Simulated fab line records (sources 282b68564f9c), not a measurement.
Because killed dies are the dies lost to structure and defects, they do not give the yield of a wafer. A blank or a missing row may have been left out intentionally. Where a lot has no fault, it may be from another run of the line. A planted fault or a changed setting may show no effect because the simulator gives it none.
Problem report, 8D (eight disciplines) form, completed by code :: flow ritCmos :: the parts of the form that need people (team, actions taken, sign-off) are left out

1. PROBLEM STATEMENT
A mean of 202.4 s is read at RIT_CONTACT_STRIP_12 for runLengthS, taken on 1 wafer of 1 lot, against 208.4 s (standard deviation 0.34) on wafers free of any fault. That puts it -18 standard deviations away from the usual mean.
The step: strips in O2, time 180 s.
Seen first at day 6 07:20 on plasmaAsher-02, wafer L845.4. The record has a number at this step for 39 wafers belonging to 13 lots. By rule, "out" or "out of limits" means more than 4 standard deviations away from the usual mean. All remaining wafers that have a number are taken as sound.

2. WHAT THIS IS AND IS NOT
question: which readings at this step
is: runLengthS
is not: drypumpMotorCurrentA, o2FlowSccm

question: which lots
is: L845
is not: L830, L831, L832, L833, L835, L836, L838, L839, L840, L841, L842, L843

question: which wafers of those lots
is: L845.4
is not: L845.3, L845.6

question: read on which tools
is: plasmaAsher-02
is not: plasmaAsher-03, plasmaAsher-04

question: when
is: from day 6 07:20
is not: up to then (38 sound wafers)

3. THE SUSPECTS, EACH WITH WHAT RULES IT OUT
Counting: if a tool at a process step up to the reading ran every lot that is out, it stays a suspect. Sound lots after the first of them don't rule it out here, since some wafers of a struck lot are sound.
- pvdSputter-03 at RIT_SILICIDE_SPUTTER_01 (material Ti, target thk 30 nm, time 240 s): kept. The lot that is out, L845, ran on it at day 6 05:11; the last sound lot it ran before that was L833, at day 3 19:04.
- plasmaAsher-02 at RIT_CONTACT_STRIP_12 (strips in O2, time 180 s): kept. The lot that is out, L845, ran on it at day 6 07:20; the last sound lot it ran before that was L842, at day 5 15:58. Its own readings are out on those wafers: runLengthS.
- Within plasmaAsher-02 at RIT_CONTACT_STRIP_12, the wafers that are out were processed in chamber 0 and their sound lot-mates in chamber 1.
Remaining after the count are pvdSputter-03 at RIT_SILICIDE_SPUTTER_01 and plasmaAsher-02 at RIT_CONTACT_STRIP_12.

4. THE CAUSE (what the simulator had put in)
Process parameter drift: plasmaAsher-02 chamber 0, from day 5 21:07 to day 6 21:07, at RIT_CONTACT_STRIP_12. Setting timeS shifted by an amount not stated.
Of the 2 suspects that counting leaves, this tool is one.

5. THE CHAIN OF EFFECTS, in route order
Each row: a reading where the mean over the struck wafers with a number is more than 3 standard deviations away from the usual. Scope: only readings with a usual standard deviation given in the record; hours: median across lots of the time from each lot's start at the first step in this table that gives one to its start at this step; sigmas: change in usual standard deviations.
hours: 0
step: RIT_CONTACT_STRIP_12
reading: runLengthS
usual: 208.4 s
on struck wafers: 202.4
change: -6.0
sigmas: -18
Here are the process steps it includes:
- RIT_CONTACT_STRIP_12: strips in O2, time 180 s.

6. WHAT WOULD HAVE CAUGHT IT SOONER
The fault began at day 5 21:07; the first out-of-limits reading in this record came at day 6 07:20, 10 hours later.
